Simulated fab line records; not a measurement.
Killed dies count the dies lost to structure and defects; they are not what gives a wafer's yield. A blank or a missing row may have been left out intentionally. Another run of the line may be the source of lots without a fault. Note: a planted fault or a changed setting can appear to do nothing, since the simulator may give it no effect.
Problem report, 8D (eight disciplines) form, completed by code -- flow berkeley cmos170 -- the parts of the form that need people (team, actions taken, sign-off) are left out

## 1. WHAT WENT WRONG
beam energy keV at UCB170_NLDD_IMPLANT_09 reads a mean of 32.298 on 6 wafers of 2 lots; wafers without a fault read 30.000 with a standard deviation of 0.0089. That is +99 or more standard deviations from the usual mean.
Seen first at day 8 23:43 on implanter-01, wafer L642.4. The record has a number at this step for 42 wafers belonging to 14 lots. Rule for "out" (also "out of limits"): further than 4 standard deviations from the usual mean. Any other wafer with a number is counted as sound.

## 2. WHAT IT IS; WHAT IT IS NOT
question,is,is not
which readings at this step,beam energy keV,-
which lots,"L640, L642","L630, L632, L633, L635, L636, L637, L638, L639, L641, L649, L651, L653"
which wafers of those lots,all that have a number,-
read on which tools,implanter-01,"implanter-03, implanter-04"
when,from day 8 23:43,"up to then (24 sound wafers); but 12 sound wafers of L641, L649, L651, L653 came after"

## 3. WHAT RULES OUT EACH SUSPECT
Counting: a tool at a process step up to the reading stays a suspect if it ran every lot that is out and no sound lot after the first of them.
- implanter-01 at UCB170_NLDD_IMPLANT_09: kept. It ran every lot that is out, first L642 (day 8 23:43), and no sound lot after that; its last sound lot up to then is L638 (day 8 10:49). Its own readings are out on those wafers: beam energy keV.
After counting, what remains is implanter-01 at UCB170_NLDD_IMPLANT_09.

## 4. THE CAUSE (what the simulator had put in)
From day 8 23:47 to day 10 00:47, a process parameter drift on implanter-01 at UCB170_NLDD_IMPLANT_09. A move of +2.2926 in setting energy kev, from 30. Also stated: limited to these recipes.
Counting left only this tool.

## 5. THE CHAIN OF EFFECTS, in route order
One row per reading whose mean, taken over the struck wafers that have a number, lies over 3 standard deviations from the usual. Only readings for which the record gives a usual standard deviation are gone through. hours: the time from each lot's start at the first step in this table that gives one to its start at this step, as a median over the lots. sigmas: the change in usual standard deviations.
hours,step,reading,usual,on struck wafers,change,sigmas
0,UCB170_NLDD_IMPLANT_09,beam energy keV,30.000,32.298,+2.298,+99 or more
The process steps in it:
- UCB170_NLDD_IMPLANT_09

## 6. WHAT WOULD HAVE CAUGHT IT SOONER
In this record the first reading out of limits was taken at day 8 23:43.
